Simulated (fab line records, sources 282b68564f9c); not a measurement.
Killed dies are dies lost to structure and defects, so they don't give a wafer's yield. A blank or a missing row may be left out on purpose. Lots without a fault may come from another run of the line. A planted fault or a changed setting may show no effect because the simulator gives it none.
Which tool did it? | flow rit_cmos | 7 lots, 21 wafers sampled, at 2 steps of a route of 202

WHAT THE GAUGES READ, wafer by wafer
RIT_PSD_OVL_MEAS_06.
lot  | measured    | on         | PSD_OVL (nm)
L550 | day 3 21:01 | overlay-02 | - - -
L558 | day 5 17:26 | overlay-01 | 0.9 -0.6 1.0
L560 | day 5 23:07 | overlay-01 | 0.9 1.2 0.1
L562 | day 6 09:02 | overlay-02 | 0.0 1.1 -0.9
L564 | day 6 19:56 | overlay-02 | -1.0 -1.6 -0.3
L566 | day 7 05:07 | overlay-02 | 1.2 0.9 2.0
L568 | day 7 14:56 | overlay-02 | -1.0 -2.1 -2.9

WHICH TOOL RAN EACH LOT (tool, then ch and the chambers of the sampled wafers, then the start)
lot  | RIT_PSD_EXPOSE_03
L550 | iline_stepper-02, day 3 20:37
L558 | iline_stepper-02 ch 0, day 5 17:03
L560 | iline_stepper-01 ch 0, day 5 22:45
L562 | iline_stepper-01 ch 0, day 6 08:38
L564 | iline_stepper-01 ch 0, day 6 19:34
L566 | iline_stepper-01 ch 0, day 7 04:43
L568 | iline_stepper-01 ch 0, day 7 14:34
- RIT_PSD_EXPOSE_03: exposes mask M10, target cd 40900 nm.

THE ANSWER, worked out from the rows above alone
Rule: what is usual is taken from the lots themselves. Put in order of their means at a reading, lots are off if they are a third of the lots or fewer, leave a main group of 4 or more, and stand apart from it by a gap of 3 or more times the standard deviation of the main group's means; of several such gaps the widest counts. A main group whose means are all the same, to the digits that the tables above print for the reading, isn't used. A lot without any number at a reading at which 4 lots or more have one is off too. The other lots that the step has rows for count as sound.
Off: L550, at RIT_PSD_OVL_MEAS_06 (PSD_OVL). Without a number there: L550. The main group: mean -0.1 nm, standard deviation 1.1.
A tool fits if, at a process step before that reading, it ran every lot that is off, and no sound lot after the first of them. The gauges at RIT_PSD_OVL_MEAS_06 are tried like those tools. None of those tried fits.

WHAT THE SIMULATOR HAD PUT IN
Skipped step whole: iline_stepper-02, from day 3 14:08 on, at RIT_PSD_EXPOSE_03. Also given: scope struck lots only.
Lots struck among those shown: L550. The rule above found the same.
